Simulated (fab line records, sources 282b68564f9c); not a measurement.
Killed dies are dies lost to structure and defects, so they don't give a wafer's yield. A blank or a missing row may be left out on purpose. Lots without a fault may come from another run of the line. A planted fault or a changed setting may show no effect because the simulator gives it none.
Which tool did it? | flow rit_cmos | 6 lots, 18 wafers sampled, at 2 steps of a route of 202

WHAT THE GAUGES READ, wafer by wafer
RIT_PWELL_OVL_MEAS_06.
lot  | measured    | on         | PWELL_OVL (nm)
L574 | day 2 05:57 | overlay-02 | -1.2 -1.2 -0.5
L580 | day 3 11:04 | overlay-02 | -1.3 -1.9 -0.5
L582 | day 3 21:35 | overlay-02 | -2.1 -0.7 -1.6
L585 | day 4 14:17 | overlay-02 | -1.6 1.0 -0.7
L590 | day 5 13:55 | overlay-01 | 0.6 1.1 -0.5
L593 | day 6 05:58 | overlay-01 | 2.0 1.0 -0.9

WHICH TOOL RAN EACH LOT (tool, then ch and the chambers of the sampled wafers, then the start)
lot  | RIT_PWELL_EXPOSE_03
L574 | iline_stepper-02 ch 0, day 2 05:32
L580 | iline_stepper-01 ch 0, day 3 10:40
L582 | iline_stepper-01 ch 0, day 3 21:11
L585 | iline_stepper-01 ch 0, day 4 13:51
L590 | iline_stepper-02 ch 0, day 5 13:30
L593 | iline_stepper-01 ch 0, day 6 05:32
- RIT_PWELL_EXPOSE_03: exposes mask M3, target cd 43700 nm.

THE ANSWER, worked out from the rows above alone
Rule: what is usual is taken from the lots themselves. Put in order of their means at a reading, lots are off if they are a third of the lots or fewer, leave a main group of 4 or more, and stand apart from it by a gap of 3 or more times the standard deviation of the main group's means; of several such gaps the widest counts. A main group whose means are all the same, to the digits that the tables above print for the reading, isn't used. A lot without any number at a reading at which 4 lots or more have one is off too. The other lots that the step has rows for count as sound.
No lot is off at any reading shown: from this, nothing can be told.

WHAT THE SIMULATOR HAD PUT IN
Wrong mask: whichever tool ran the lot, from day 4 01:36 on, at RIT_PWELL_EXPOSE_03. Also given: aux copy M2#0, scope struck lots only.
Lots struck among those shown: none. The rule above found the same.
